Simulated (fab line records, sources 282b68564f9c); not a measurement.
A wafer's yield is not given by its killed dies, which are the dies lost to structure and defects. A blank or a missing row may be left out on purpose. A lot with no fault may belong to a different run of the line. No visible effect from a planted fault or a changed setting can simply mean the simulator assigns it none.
A lot that was struck, set against a sound lot + flow rit_cmos + 39 steps out of a route of 202
Sound: the wafers L471.1, L471.2, L471.5. Struck: wafers L479.2, L479.3, L479.5. The cause is named last.
Order at every step that has rows: each side's tool, ch and its chambers, its first start. Under that, the readings that differ: sound wafers + struck wafers + difference of the means + sigmas: that difference in standard deviations of wafers without a fault.
alike: same words and numbers on both sides, and readings whose means sit less than 2 such deviations apart. not compared: any withheld reading, any reading some wafer has no value for, any bound like >300 that may hide the same value, and any number with overlapping values for which the record gives no deviation.
A row with sigmas, a row that says differs or no value, or rows on one side alone: a step with any of these is where the two part. Numbers that have no deviation but don't overlap get no sigmas and don't part them. A reading missing from all wafers of one side parts the sides only when that side holds two or more wafers.

first, 3 steps without rows for these wafers: RIT_GATE_EXPOSE_13 (exposes mask M6, target cd 150 nm); RIT_GATE_PEB_14; RIT_GATE_DEVELOP_15 (develop time 50 s).
RIT_GATE_CD_MEAS_16: target cd 150 nm.
  sound on cd_sem-01, day 4 18:44; struck on cd_sem-02, day 7 02:08
  alike: cd_nm
RIT_GATE_OVL_MEAS_17:
  sound on overlay-01, day 4 18:52; struck on overlay-02, day 7 02:14
  alike: GATE_OVL
then, 1 step without rows for these wafers: RIT_GATE_HARDBAKE_18 (time 60 s).
RIT_GATE_ETCH_19: etches poly-Si in SF6/CHF3/O2, stops on SiO2, time 165 s, target depth 312.5 nm.
  sound on rie_si-01 ch 0,2, day 4 19:03; struck on rie_si-01 ch 0,2,3, day 7 02:25
  alike: drypump_motor_current_A, oes_product_au, throttle_valve_pct
  not compared: rf_hours_counter_h
RIT_GATE_STRIP_20: strips in O2, time 180 s.
  sound on plasma_asher-01 ch 0,1, day 4 19:10; struck on plasma_asher-01 ch 0,1, day 7 02:32
  alike: drypump_motor_current_A
  not compared: rf_hours_counter_h
RIT_GATE_CD_MEAS_90: target cd 150 nm.
  sound on cd_sem-02, day 4 19:20; struck on cd_sem-01, day 7 02:43
  alike: cd_nm
then, 3 steps without rows for these wafers: RIT_REOX_CLEAN_00 (cleans in SC1, time 600 s); RIT_REOX_CLEAN_01 (cleans in dHF, time 30 s); RIT_REOX_CLEAN_02 (cleans in SC2, time 600 s).
RIT_REOX_OXIDATION_03: target thk 25.2 nm, ox time 5580 s.
  sound on furnace-01 ch 0, day 4 20:35; struck on furnace-01 ch 0, day 7 08:44
| reading                                     | sound                | struck               | difference | sigmas      |
|---------------------------------------------|----------------------|----------------------|------------|-------------|
| spike_tc_centre_C (C)                       | 902.5 902.7 903.4    | 888.6 888.9 890.5    | -13.5      | -10         |
| spike_tc_load_C (C)                         | 928 929 926          | 911 912 911          | -16        | -5          |
| spike_tc_source_C (C)                       | 920 919 919          | 907 906 906          | -13        | -4          |
| tube_center_temp_C (C)                      | 899.98 900.05 899.92 | 885.99 886.17 886.07 | -13.91     | -99 or more |
| tube_center_temp_C_max                      | 902.1 902.2 902.4    | 888.9 888.8 888.5    | -13.5      | -36         |
| model.SiO2_of_REOX_OXIDATION_03.thk_nm (nm) | 25.23 25.56 26.11    | 23.16 22.98 22.79    | -2.66      |             |
RIT_REOX_THK_MEAS_04:
  sound on film_metro-02, day 4 23:08; struck on film_metro-04, day 7 11:17
| reading             | sound          | struck         | difference | sigmas |
|---------------------|----------------|----------------|------------|--------|
| REOX_OXIDE_THK (nm) | 25.2 25.6 26.1 | 23.2 23.0 22.8 | -2.6       | -5     |
then, 6 steps without rows for these wafers: RIT_NLDD_HMDS_00 (prime time 60 s); RIT_NLDD_COAT_01 (resist thk 1000 nm); RIT_NLDD_SOFTBAKE_02 (time 60 s); RIT_NLDD_EXPOSE_03 (exposes mask M7, target cd 40700 nm); RIT_NLDD_PEB_04; RIT_NLDD_DEVELOP_05 (develop time 50 s).
RIT_NLDD_OVL_MEAS_06:
  sound on overlay-02, day 5 00:10; struck on overlay-01, day 7 12:19
  alike: NLDD_OVL
then, 2 steps without rows for these wafers: RIT_NLDD_HARDBAKE_07 (time 60 s); RIT_NLDD_IMPLANT_08.
RIT_NLDD_STRIP_09: strips in O2, time 180 s.
  sound on plasma_asher-02 ch 0,1, day 5 00:30; struck on plasma_asher-03 ch 0,1, day 7 12:39
  alike: drypump_motor_current_A
  not compared: rf_hours_counter_h
RIT_NLDD_TW_MEAS_10:
  sound on film_metro-02, day 5 00:40; struck on film_metro-02, day 7 12:50
  alike: NLDD_TW
then, 6 steps without rows for these wafers: RIT_PLDD_HMDS_00 (prime time 60 s); RIT_PLDD_COAT_01 (resist thk 1000 nm); RIT_PLDD_SOFTBAKE_02 (time 60 s); RIT_PLDD_EXPOSE_03 (exposes mask M8, target cd 40900 nm); RIT_PLDD_PEB_04; RIT_PLDD_DEVELOP_05 (develop time 50 s).
RIT_PLDD_OVL_MEAS_06:
  sound on overlay-02, day 5 01:35; struck on overlay-02, day 7 13:57
| reading       | sound          | struck      | difference | sigmas |
|---------------|----------------|-------------|------------|--------|
| PLDD_OVL (nm) | -2.3 -3.2 -2.2 | 0.4 0.4 2.2 | +3.6       | +3     |
then, 2 steps without rows for these wafers: RIT_PLDD_HARDBAKE_07 (time 60 s); RIT_PLDD_IMPLANT_08.
RIT_PLDD_STRIP_09: strips in O2, time 180 s.
  sound on plasma_asher-03 ch 0,1, day 5 01:55; struck on plasma_asher-03 ch 1, day 7 14:17
  alike: drypump_motor_current_A
  not compared: rf_hours_counter_h
RIT_PLDD_TW_MEAS_10:
  sound on film_metro-02, day 5 02:05; struck on film_metro-01, day 7 14:28
  alike: PLDD_TW
RIT_SPACER_CLEAN_00: cleans in SC1, time 600 s.
  sound on wet_bench-04 ch 3, day 5 02:09; struck on wet_bench-01 ch 2, day 7 14:31
| reading                                     | sound           | struck            | difference | sigmas |
|---------------------------------------------|-----------------|-------------------|------------|--------|
| model.SiO2_of_REOX_OXIDATION_03.thk_nm (nm) | 23.3 23.59 24.1 | 21.35 21.19 21.02 | -2.48      |        |
then, 1 step without rows for these wafers: RIT_SPACER_CLEAN_01 (cleans in dHF, time 30 s).
RIT_M1_PROBE_99:
  sound on prober-01, day 5 15:28; struck on prober-02, day 8 12:26
| reading                             | sound             | struck            | difference | sigmas |
|-------------------------------------|-------------------|-------------------|------------|--------|
| model.etest.pmos_turned.r_on_ohm_um | 3417 3498 3631    | 3153 3098 3108    | -396       |        |
| model.etest.pmos_0p3.r_on_ohm_um    | 6280 6256 6459    | 6100 6054 6007    | -278       |        |
| model.etest.pmos_0p15.r_on_ohm_um   | 2709 2788 2832    | 2610 2551 2568    | -200       |        |
| model.etest.pldd.rs_ohm_sq          | 507 526.7 552.9   | 412.6 406.2 399.1 | -122.9     |        |
| model.etest.nmos_0p3.r_on_ohm_um    | 2172 2159 2215    | 2049 2052 2076    | -123       |        |
| model.etest.nmos_0p15.r_on_ohm_um   | 1108 1115 1143    | 1052 1040 1089    | -62        |        |
| model.etest.nmos_turned.drive_ua_um | 318.9 310.3 299.6 | 372.1 375.4 380.3 | +66.3      |        |
| model.etest.nldd.rs_ohm_sq          | 371.5 380.9 388.5 | 341.6 340.5 339.4 | -39.8      |        |
  alike: killed_at_front_end, killed_dies, killed_open, killed_short

WHERE THEY PART
Earliest at RIT_REOX_OXIDATION_03; latest, in this record, at RIT_PLDD_OVL_MEAS_06. Later steps at which nothing parts them and some readings are alike: RIT_PLDD_STRIP_09, RIT_PLDD_TW_MEAS_10, RIT_M1_PROBE_99.

WHY: what had been put in by the simulator
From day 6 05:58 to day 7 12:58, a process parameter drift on furnace-01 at RIT_REOX_OXIDATION_03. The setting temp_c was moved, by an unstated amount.
